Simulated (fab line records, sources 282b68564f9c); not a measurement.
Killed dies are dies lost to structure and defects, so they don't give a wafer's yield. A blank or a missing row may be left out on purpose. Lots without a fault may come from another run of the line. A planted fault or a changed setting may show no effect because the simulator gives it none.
Tool commonality check | flow rit_cmos | 14 lots, 42 wafers sampled

WHY IT WAS OPENED
At RIT_NSD_TW_MEAS_10 the reading NSD_TW is flagged on 2 of 14 lots. Wafers without a fault read 3100, standard deviation 19.
Rule: a lot is flagged when every wafer of it that has a number lies more than 4 standard deviations from that mean, or none has a number. The other lots count as sound.

lot  | measured    | on            | NSD_TW, wafer by wafer | flag
L760 | day 3 06:55 | film_metro-04 | 3070 3068 3065         |
L761 | day 3 18:40 | film_metro-04 | 3073 3073 3060         |
L762 | day 3 18:54 | film_metro-03 | 3090 3102 3100         |
L763 | day 4 04:19 | film_metro-01 | 3115 3111 3124         |
L766 | day 4 19:28 | film_metro-03 | 3127 3116 3113         |
L769 | day 5 09:25 | film_metro-03 | 1653 1645 1637         | FLAGGED
L771 | day 5 17:01 | film_metro-01 | 1660 1643 1642         | FLAGGED
L772 | day 5 21:28 | film_metro-01 | 3104 3102 3106         |
L776 | day 6 16:39 | film_metro-03 | 3066 3061 3063         |
L778 | day 6 22:08 | film_metro-03 | 3074 3075 3045         |
L779 | day 7 02:26 | film_metro-01 | 3115 3117 3119         |
L780 | day 7 10:06 | film_metro-01 | 3122 3102 3122         |
L782 | day 8 03:21 | film_metro-01 | 3147 3148 3124         |
L783 | day 8 04:25 | film_metro-03 | 3108 3112 3109         |
The numbers of the flagged lots are 1647 on average: -1453 against the usual, or -76 standard deviations.

WHICH TOOL RAN EACH LOT
The record holds 1 process step before the reading, out of a route of 202 steps. In each cell: the tool, then ch and the chambers that the sampled wafers went through, then the start.
lot  | flag    | RIT_NSD_IMPLANT_08
L760 |         | implanter-02 ch 0, day 3 06:35
L761 |         | implanter-03 ch 0, day 3 18:23
L762 |         | implanter-01 ch 0, day 3 18:36
L763 |         | implanter-03 ch 0, day 4 04:00
L766 |         | implanter-02 ch 0, day 4 19:10
L769 | FLAGGED | implanter-02 ch 0, day 5 09:07
L771 | FLAGGED | implanter-02 ch 0, day 5 16:35
L772 |         | implanter-03 ch 0, day 5 21:08
L776 |         | implanter-01 ch 0, day 6 16:20
L778 |         | implanter-01 ch 0, day 6 21:49
L779 |         | implanter-01 ch 0, day 7 02:07
L780 |         | implanter-01 ch 0, day 7 09:46
L782 |         | implanter-03 ch 0, day 8 03:01
L783 |         | implanter-01 ch 0, day 8 04:05
What these steps do:
- RIT_NSD_IMPLANT_08
- RIT_NSD_TW_MEAS_10

FLAGGED OVER TOTAL, TOOL BY TOOL (the gauges that took the reading come last)
step               | tool          | lots run | flagged | share of the flagged lots | sound lots run after its first flagged lot
RIT_NSD_IMPLANT_08 | implanter-01  | 6        | 0       | none                      | -
RIT_NSD_IMPLANT_08 | implanter-02  | 4        | 2       | all                       | 0
RIT_NSD_IMPLANT_08 | implanter-03  | 4        | 0       | none                      | -
RIT_NSD_TW_MEAS_10 | film_metro-01 | 6        | 1       | some                      | 4 (L772,L779,L780,L782)
RIT_NSD_TW_MEAS_10 | film_metro-03 | 6        | 1       | some                      | 3 (L776,L778,L783)
RIT_NSD_TW_MEAS_10 | film_metro-04 | 2        | 0       | none                      | -

WHAT THE TABLE ALLOWS
1 row of the table ran every flagged lot: implanter-02 at RIT_NSD_IMPLANT_08.
- implanter-02 at RIT_NSD_IMPLANT_08: 2 of its 4 lots flagged. Its last sound lot is L766 (day 4 19:10), its first flagged lot L769 (day 5 09:07): a fault that began between those two fits. Its own readings lie more than 4 standard deviations out on every wafer of the flagged lots: dose_ions_cm2, end_station_pressure_torr, faraday_current_uA.
One tool is left: implanter-02 at RIT_NSD_IMPLANT_08.

WHAT THE SIMULATOR HAD PUT IN
Process parameter drift: implanter-02, from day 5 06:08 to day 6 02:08, at RIT_NSD_IMPLANT_08. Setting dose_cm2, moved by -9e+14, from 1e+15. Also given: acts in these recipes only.
Lots struck among those shown: L769, L771. The rule above found the same.
